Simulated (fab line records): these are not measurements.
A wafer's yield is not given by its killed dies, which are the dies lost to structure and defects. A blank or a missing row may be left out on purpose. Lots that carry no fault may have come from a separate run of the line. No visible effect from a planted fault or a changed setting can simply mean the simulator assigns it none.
What tool caused it? ; flow berkeley-cmos170 ; 14 lots with 42 wafers sampled at 3 steps, on a route of 331 steps

## WHAT EACH GAUGE READ, for each wafer
UCB170_M1_RS_MEAS_01: the measuring method here is four-point-probe. Usual: M1_AL_RS typically reads 0.0482 ohm/sq, with standard deviation 0.00061.
lot;measured;on;M1_AL_RS (ohm/sq);flag
L336;day 7 17:59;film-metro-02;0.0483 0.0481 0.0483;
L338;day 8 08:01;film-metro-03;0.0482 0.0477 0.0481;
L339;day 8 09:24;film-metro-03;0.0483 0.0489 0.0485;
L340;day 8 16:11;film-metro-02;0.0471 0.0480 0.0478;
L341;day 8 17:19;film-metro-02;0.0498 0.0502 0.0488;
L344;day 9 02:02;film-metro-02;0.0479 0.0479 0.0484;
L342;day 9 02:14;film-metro-03;0.1116 0.0496 0.1135;OFF
L343;day 9 02:58;film-metro-02;0.0483 0.0483 0.0474;
L346;day 9 16:53;film-metro-02;0.1109 0.1105 0.0490;OFF
L349;day 10 08:14;film-metro-03;0.0484 0.0486 0.0478;
L351;day 10 18:32;film-metro-02;0.0478 0.0475 0.0482;
L350;day 10 22:53;film-metro-03;0.0478 0.0471 0.0481;
L355;day 11 20:54;film-metro-03;0.0482 0.0474 0.0481;
L356;day 11 21:13;film-metro-02;0.0477 0.0493 0.0475;

UCB170_M1_THK_MEAS_02: measures by xrf. Usual: M1_AL_THK typically reads 600 nm, with standard deviation 8.2.
lot;measured;on;M1_AL_THK (nm);flag
L336;day 7 18:05;film-metro-02;603 606 601;
L338;day 8 08:08;film-metro-03;596 603 598;
L339;day 8 09:31;film-metro-03;595 590 593;
L340;day 8 16:19;film-metro-02;609 601 610;
L341;day 8 17:25;film-metro-02;579 574 590;
L344;day 9 02:09;film-metro-02;608 607 601;
L342;day 9 02:21;film-metro-03;264 580 260;OFF
L343;day 9 03:05;film-metro-02;602 602 614;
L346;day 9 17:01;film-metro-02;267 268 596;OFF
L349;day 10 08:21;film-metro-03;597 595 604;
L351;day 10 18:40;film-metro-02;605 609 604;
L350;day 10 22:59;film-metro-03;601 610 602;
L355;day 11 21:01;film-metro-03;598 609 599;
L356;day 11 21:20;film-metro-02;608 586 609;

## EACH LOT AND THE TOOL THAT RAN IT (in order: tool; ch and the chambers of the sampled wafers; start)
lot;UCB170_M1_SPUTTER_00
L336;pvd-sputter-02, day 7 17:52
L338;pvd-sputter-02, day 8 07:56
L339;pvd-sputter-04, day 8 09:20
L340;pvd-sputter-04, day 8 16:08
L341;pvd-sputter-02, day 8 17:14
L344;pvd-sputter-04, day 9 01:58
L342;pvd-sputter-02, day 9 02:10
L343;pvd-sputter-03, day 9 02:54
L346;pvd-sputter-02, day 9 16:49
L349;pvd-sputter-03, day 10 08:10
L351;pvd-sputter-04, day 10 18:29
L350;pvd-sputter-03, day 10 22:47
L355;pvd-sputter-04, day 11 20:50
L356;pvd-sputter-03, day 11 21:09
- UCB170_M1_SPUTTER_00: material Al, target thk 600 nm, time 80 s.

## WHAT THE TOOLS THEMSELVES READ (means of the sampled wafers that have a number; where no wafer has one, the mark that the record gives instead)
UCB170_M1_SPUTTER_00. Usual: chamber-pressure-pa 0.5000 Pa, standard deviation 0.00097; throttle-valve-pct 30.3 %, standard deviation 1.3.
lot;tool;chamber-pressure-pa (Pa);throttle-valve-pct (%);flag
L336;pvd-sputter-02;0.5004;30.5;
L338;pvd-sputter-02;0.5008;30.6;
L339;pvd-sputter-04;0.5008;30.4;
L340;pvd-sputter-04;0.5002;29.6;
L341;pvd-sputter-02;0.5006;31.0;
L344;pvd-sputter-04;0.4991;29.9;
L342;pvd-sputter-02;0.4988;29.6;
L343;pvd-sputter-03;0.5003;30.2;
L346;pvd-sputter-02;0.4991;29.6;
L349;pvd-sputter-03;0.5002;31.0;
L351;pvd-sputter-04;0.4990;30.8;
L350;pvd-sputter-03;0.4987;31.2;
L355;pvd-sputter-04;0.5006;30.7;
L356;pvd-sputter-03;0.5002;29.5;

## THE ANSWER, worked out from the rows above alone
Rule: a lot is off if the mean of its wafers that have a number lies more than 3 standard deviations from the usual mean. A lot without any number at a reading at which 4 lots or more have one is off too. The other lots that the step has rows for count as sound. First the gauges in route order, then the tools' own readings, where a lot's mean is used as printed above. At the first step where some lot is off, the reading lying furthest off is the one used; lots without a number count as furthest.
Off: L342, L346, at UCB170_M1_RS_MEAS_01 (M1_AL_RS).
A tool fits if, at a process step before that reading, it ran every lot that is off, and no sound lot after the first of them. The gauges at UCB170_M1_RS_MEAS_01 are tried like those tools. One fits: pvd-sputter-02 at UCB170_M1_SPUTTER_00. Its last sound lot is L341 (day 8 17:14), its first lot that is off L342 (day 9 02:10): a fault that began between those two fits.

## WHAT WAS PUT IN BY THE SIMULATOR
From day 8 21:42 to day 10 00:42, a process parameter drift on pvd-sputter-02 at UCB170_M1_SPUTTER_00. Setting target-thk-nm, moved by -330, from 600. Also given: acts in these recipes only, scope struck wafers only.
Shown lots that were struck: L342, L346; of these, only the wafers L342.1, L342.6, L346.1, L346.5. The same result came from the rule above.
